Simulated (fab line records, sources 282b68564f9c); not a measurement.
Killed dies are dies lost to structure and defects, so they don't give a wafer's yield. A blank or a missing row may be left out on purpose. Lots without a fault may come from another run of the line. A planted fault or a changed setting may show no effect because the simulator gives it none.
A struck lot beside a sound one | flow rit_cmos | 15 steps out of a route of 202
Sound: wafers L237.1, L237.3, L237.5. Struck: wafers L250.1, L250.2, L250.6. The cause comes at the end.
At each step with rows: each side's tool, then ch and its chambers, then its first start. Under that, the readings that differ: sound wafers | struck wafers | difference of the means | sigmas: that difference in standard deviations of wafers without a fault.
alike: readings whose means differ by less than 2 such deviations, and words and numbers that are the same on both sides. not compared: withheld readings, readings that some wafer has no value for, bounds like >300 that may hide the same value, and numbers for which the record gives no deviation and whose values overlap.
The two part at a step that has a row with sigmas, a row that says differs or no value, or rows on one side only. Numbers that don't overlap but have no deviation are shown without sigmas and don't part them. A reading that every wafer of one side lacks parts them only if that side has two wafers or more.

first, 1 step without rows for these wafers: RIT_CONTACT_CLEAN_14 (cleans in SC2, time 600 s).
RIT_M1_SPUTTER_00: material Al, target thk 400 nm, time 500 s.
  sound on pvd_sputter-01, day 3 08:35; struck on pvd_sputter-03, day 6 02:52
  alike: throttle_valve_pct
RIT_M1_RS_MEAS_01: measures by four-point-probe.
  sound on film_metro-02, day 3 08:53; struck on film_metro-02, day 6 03:09
  alike: M1_AL_RS
RIT_M1_THK_MEAS_02: measures by xrf.
  sound on film_metro-02, day 3 09:01; struck on film_metro-02, day 6 03:16
  alike: M1_AL_THK
then, 6 steps without rows for these wafers: RIT_M1_HMDS_03 (prime time 60 s); RIT_M1_COAT_04 (resist thk 1300 nm); RIT_M1_SOFTBAKE_05 (time 60 s); RIT_M1_EXPOSE_06 (exposes mask M12, target cd 2600 nm); RIT_M1_PEB_07; RIT_M1_DEVELOP_08 (develop time 68 s).
RIT_M1_CD_MEAS_09: target cd 2600 nm.
  sound on cd_sem-02, day 3 10:14; struck on cd_sem-02, day 6 04:13
  alike: cd_nm
RIT_M1_OVL_MEAS_10:
  sound on overlay-02, day 3 10:22; struck on overlay-02, day 6 04:20
  alike: M1_OVL
RIT_M1_HARDBAKE_11: time 120 s.
  sound on litho_track-03 ch 0, day 3 10:24; struck on litho_track-03 ch 0, day 6 04:29
  reading                  | sound                | struck               | difference | sigmas
  heater_power_total_W (W) | 51.90 51.96 52.02    | 51.14 51.13 51.07    | -0.85      | -15
  plate_temp_C (C)         | 140.43 140.10 139.97 | 138.10 138.13 138.05 | -2.07      | -15
RIT_M1_METAL_ETCH_12: etches Al in Cl2/BCl3, stops on SiO2, time 165 s, target depth 600 nm.
  sound on rie_metal-03 ch 0,1, day 3 10:39; struck on rie_metal-04 ch 1, day 6 04:44
  reading               | sound             | struck            | difference | sigmas
  oes_product_au (a.u.) | 0.797 0.787 0.785 | 0.752 0.760 0.771 | -0.029     | -3
  alike: bcl3_flow_sccm, chamber_pressure_mTorr, drypump_motor_current_A, throttle_valve_pct
  not compared: rf_hours_counter_h
RIT_M1_PROBE_99:
  sound on prober-01, day 3 12:54; struck on prober-01, day 6 07:10
  alike: defect_limited_yield, killed_at_contacts, killed_at_front_end, killed_dies, killed_open, killed_short, sort_bin_3_pad_short, sort_bin_5_function, sort_bin_6_memory, sort_n_pass, sort_yield_pct

WHERE THEY PART
First at RIT_M1_HARDBAKE_11; last, within this record, at RIT_M1_METAL_ETCH_12. Later steps at which nothing parts them and some readings are alike: RIT_M1_PROBE_99.

WHY: what the simulator had put in
Process parameter drift: litho_track-03, from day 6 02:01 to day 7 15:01, at RIT_M1_HARDBAKE_11. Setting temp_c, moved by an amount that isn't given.
